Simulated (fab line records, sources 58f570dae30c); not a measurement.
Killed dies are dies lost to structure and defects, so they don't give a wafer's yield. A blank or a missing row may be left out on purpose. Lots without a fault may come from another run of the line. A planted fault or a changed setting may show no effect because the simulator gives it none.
Which tool did it? | flow berkeley_cmos170 | 7 lots, 21 wafers sampled, at 2 steps of a route of 331

WHAT THE GAUGES READ, wafer by wafer
UCB170_NVT_TW_MEAS_09.
lot  | measured     | on            | NVT_TW
L481 | day 5 07:43  | film_metro-02 | 516 520 517
L483 | day 6 05:21  | film_metro-02 | 513 514 516
L486 | day 7 03:14  | film_metro-01 | 521 523 525
L488 | day 7 11:50  | film_metro-02 | 516 515 516
L490 | day 7 23:46  | film_metro-02 | 515 515 515
L492 | day 8 07:05  | film_metro-01 | 522 525 522
L503 | day 10 18:51 | film_metro-02 | 543 543 544

WHICH TOOL RAN EACH LOT (tool, then ch and the chambers of the sampled wafers, then the start)
lot  | UCB170_NVT_IMPLANT_07
L481 | implanter-03 ch 0, day 5 07:28
L483 | implanter-03 ch 0, day 6 05:07
L486 | implanter-01 ch 0, day 7 02:59
L488 | implanter-01 ch 0, day 7 11:35
L490 | implanter-03 ch 0, day 7 23:33
L492 | implanter-02 ch 0, day 8 06:50
L503 | implanter-02 ch 0, day 10 18:36
- UCB170_NVT_IMPLANT_07

THE ANSWER, worked out from the rows above alone
Rule: what is usual is taken from the lots themselves. Put in order of their means at a reading, lots are off if they are a third of the lots or fewer, leave a main group of 4 or more, and stand apart from it by a gap of 3 or more times the standard deviation of the main group's means; of several such gaps the widest counts. A main group whose means are all the same, to the digits that the tables above print for the reading, isn't used. A lot without any number at a reading at which 4 lots or more have one is off too. The other lots that the step has rows for count as sound.
Off: L503, at UCB170_NVT_TW_MEAS_09 (NVT_TW). The main group: mean 518, standard deviation 3.6.
A tool fits if, at a process step before that reading, it ran every lot that is off, and no sound lot after the first of them. The gauges at UCB170_NVT_TW_MEAS_09 are tried like those tools. Can't be told from this: 2 tools fit, implanter-02 at UCB170_NVT_IMPLANT_07, film_metro-02 at UCB170_NVT_TW_MEAS_09.

WHAT THE SIMULATOR HAD PUT IN
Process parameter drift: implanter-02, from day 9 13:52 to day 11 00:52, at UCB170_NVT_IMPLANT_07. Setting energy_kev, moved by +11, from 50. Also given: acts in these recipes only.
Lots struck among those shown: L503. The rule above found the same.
